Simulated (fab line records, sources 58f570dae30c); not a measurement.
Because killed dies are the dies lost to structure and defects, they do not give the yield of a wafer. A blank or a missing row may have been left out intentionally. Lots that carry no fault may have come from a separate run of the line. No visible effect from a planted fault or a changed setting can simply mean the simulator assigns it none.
Problem report, 8D (eight disciplines) form, completed by code -- flow berkeley cmos170 -- the parts of the form that need people (team, actions taken, sign-off) are left out

## 1. PROBLEM STATEMENT
Wafers without a fault read 3000.2 rpm, standard deviation 1.9; spin speed rpm at UCB170_M3_COAT_09 reads a mean of 2404.0 rpm on 6 wafers belonging to 2 lots. That is -99 or more standard deviations from the usual mean.
First seen on wafer L412.1, day 12 12:35, on litho track-03. The record holds 42 wafers of 14 lots with a number at this step. Rule for "out" (also "out of limits"): further than 4 standard deviations from the usual mean. All remaining wafers that have a number are taken as sound.

## 2. WHAT IT IS, WHAT IT ISN'T
question,is,is not
which readings at this step,spin speed rpm,-
which lots,"L412, L415","L395, L397, L398, L399, L400, L402, L405, L406, L408, L411, L417, L418"
which wafers of those lots,all that have a number,-
read on which tools,litho track-03,"litho track-02, litho track-04"
when,from day 12 12:35,"up to then (30 sound wafers); but 6 sound wafers of L417, L418 came after"

## 3. WHAT RULES OUT EACH SUSPECT
Counting: a tool stays on the suspect list if, at a process step up to the reading, it processed all lots that are out and no sound lot following the first of them.
- rie diel-02 at UCB170_CONTACT_ETCH_18 (etches PSG in CHF3/CF4/Ar, stops on TiSi2, target depth 840 nm, time 195 s): ruled out as a lasting fault. After its first lot that is out, L412 (day 12 12:35), sound lots L418 ran on it. UCB170_CONTACT_ETCH_18: start missing for some lots; hours and lot order therefore follow UCB170_M3_COAT_09.
- litho track-03 at UCB170_M3_COAT_09: kept. Every lot that is out went through it, starting with L412 (day 12 12:35), and after that it ran no sound lot; the last sound lot it ran before then is L405 (day 11 12:13). On those wafers its own readings are out: spin speed rpm.
The count leaves litho track-03 at UCB170_M3_COAT_09.

## 4. THE CAUSE (what the simulator had put in)
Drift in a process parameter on litho track-03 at UCB170_M3_COAT_09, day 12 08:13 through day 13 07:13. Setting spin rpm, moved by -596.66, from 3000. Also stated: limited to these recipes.
Counting left only this tool.

## 5. SEQUENCE OF EFFECTS, ordered by route
One row per reading whose mean, taken over the struck wafers that have a number, lies over 3 standard deviations from the usual. Readings are gone through only where the record gives a usual standard deviation; hours: the median, over the lots, of the time from a lot's start at the first step in this table giving one to that lot's start at this step; sigmas: the change measured in usual standard deviations.
hours,step,reading,usual,on struck wafers,change,sigmas
0,UCB170_M3_COAT_09,spin speed rpm,3000.2 rpm,2404.0,-596.2,-99 or more
The process steps in it:
- UCB170_M3_COAT_09

## 6. WHAT WOULD HAVE CAUGHT IT SOONER
4 hours passed between the start of the fault at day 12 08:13 and the first reading out of limits in this record, taken at day 12 12:35.
